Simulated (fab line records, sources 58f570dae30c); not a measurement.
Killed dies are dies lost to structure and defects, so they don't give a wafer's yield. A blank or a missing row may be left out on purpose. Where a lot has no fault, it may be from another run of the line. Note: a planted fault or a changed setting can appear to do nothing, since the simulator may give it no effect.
Chamber matching || flow berkeleyCmos170 || rieDiel-04 running UCB170_PWELL_ETCH_14: 4 sister chambers
The step etches Si3N4 in CH3F/Ar/O2, stops on SiO2, target depth 242 nm, time 151 s. 7 wafers are shown with their chamber, then 7 later ones without.

## WAFERS PAIRED WITH THEIR CHAMBERS
{"wafer": "L292.6", "chamber": 2, "runLengthS (s)": 178.8, "throttleValvePct (%)": 8.20}
{"wafer": "L295.2", "chamber": 2, "runLengthS (s)": 178.7, "throttleValvePct (%)": 8.21}
{"wafer": "L299.2", "chamber": 1, "runLengthS (s)": 179.3, "throttleValvePct (%)": 8.09}
{"wafer": "L299.4", "chamber": 1, "runLengthS (s)": 179.3, "throttleValvePct (%)": 8.11}
{"wafer": "L299.5", "chamber": 0, "runLengthS (s)": 179.5, "throttleValvePct (%)": 8.23}
{"wafer": "L301.1", "chamber": 0, "runLengthS (s)": 179.3, "throttleValvePct (%)": 8.20}
{"wafer": "L301.5", "chamber": 3, "runLengthS (s)": 180.6, "throttleValvePct (%)": 8.14}

## WAFERS WHOSE CHAMBER IS MISSING
{"wafer": "L301.6", "runLengthS (s)": 178.3, "throttleValvePct (%)": 8.21}
{"wafer": "L305.3", "runLengthS (s)": 179.6, "throttleValvePct (%)": 8.21}
{"wafer": "L305.5", "runLengthS (s)": 178.6, "throttleValvePct (%)": 8.21}
{"wafer": "L305.6", "runLengthS (s)": 179.3, "throttleValvePct (%)": 8.10}
{"wafer": "L306.1", "runLengthS (s)": 178.2, "throttleValvePct (%)": 8.20}
{"wafer": "L306.4", "runLengthS (s)": 178.5, "throttleValvePct (%)": 8.21}
{"wafer": "L306.5", "runLengthS (s)": 179.3, "throttleValvePct (%)": 8.22}

## CHAMBER TAKEN BY EACH
{"wafer": "L301.6", "from the rows above": 2, "in truth": 2}
{"wafer": "L305.3", "from the rows above": 0, "in truth": 0}
{"wafer": "L305.5", "from the rows above": 2, "in truth": 2}
{"wafer": "L305.6", "from the rows above": 1, "in truth": 1}
{"wafer": "L306.1", "from the rows above": 2, "in truth": 2}
{"wafer": "L306.4", "from the rows above": 2, "in truth": 2}
{"wafer": "L306.5", "from the rows above": 0, "in truth": 0}
Placed correctly: 7 of 7. From these rows, 0 cannot be placed. 0 placed wrongly.
How it was worked out, from the rows above alone: a wafer's distance from a chamber is the root of the sum, over the readings, of the square of ((its reading less the chamber's mean) divided by the reading's scatter). If the next closest chamber is less than 2 further off than the closest, the wafer can't be placed; otherwise it belongs to the closest. Each chamber's mean is taken over the wafers shown for it. The scatter: the root of (the sum of the squares of (reading less its chamber's mean) over the shown wafers, divided by (wafers less chambers)).
